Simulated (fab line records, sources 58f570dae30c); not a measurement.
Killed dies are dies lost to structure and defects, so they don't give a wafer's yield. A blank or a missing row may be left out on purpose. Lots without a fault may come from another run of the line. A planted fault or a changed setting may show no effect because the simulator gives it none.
Chamber matching | flow berkeley_cmos170 | UCB170_V2_CMP_02 on cmp-02: 4 sister chambers
The step polishes SiO2. 8 wafers are shown with their chamber, then 7 later ones without.

WAFERS WITH THEIR CHAMBER
wafer  | chamber | motor_current_A (A) | head_pressure_psi (psi)
L373.1 | 2       | 14.9                | 6.005
L373.4 | 0       | 14.9                | 6.003
L373.5 | 2       | 15.7                | 6.009
L375.1 | 3       | 15.8                | 6.000
L375.2 | 1       | 18.1                | 5.980
L375.3 | 0       | 14.8                | 5.992
L378.4 | 3       | 15.7                | 6.004
L378.5 | 1       | 18.1                | 6.009

WAFERS WITHOUT THEIR CHAMBER
wafer  | motor_current_A (A) | head_pressure_psi (psi)
L378.6 | 15.1                | 5.999
L379.2 | 15.3                | 6.014
L379.4 | 17.4                | 6.002
L379.6 | 14.9                | 5.990
L381.1 | 15.0                | 5.994
L381.4 | 18.4                | 5.997
L381.6 | 17.9                | 5.979

WHICH CHAMBER EACH WENT THROUGH
wafer  | from the rows above          | in truth
L378.6 | can't be placed: 0 or 2 or 3 | 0
L379.2 | can't be placed: 2 or 3 or 0 | 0
L379.4 | 1                            | 1
L379.6 | can't be placed: 0 or 2      | 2
L381.1 | can't be placed: 0 or 2      | 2
L381.4 | 1                            | 1
L381.6 | 1                            | 1
Placed correctly: 3 of 7. Can't be placed from these rows: 4 (the true chamber is among the candidates in 4). Placed wrongly: 0.
How it was worked out, from the rows above alone: a wafer's distance from a chamber is the root of the sum, over the readings, of the square of ((its reading less the chamber's mean) divided by the reading's scatter). The wafer belongs to the nearest chamber; if the next one is less than 2 further off, it can't be placed. A chamber's mean is the mean of its shown wafers. The scatter: the root of (the sum of the squares of (reading less its chamber's mean) over the shown wafers, divided by (wafers less chambers)).
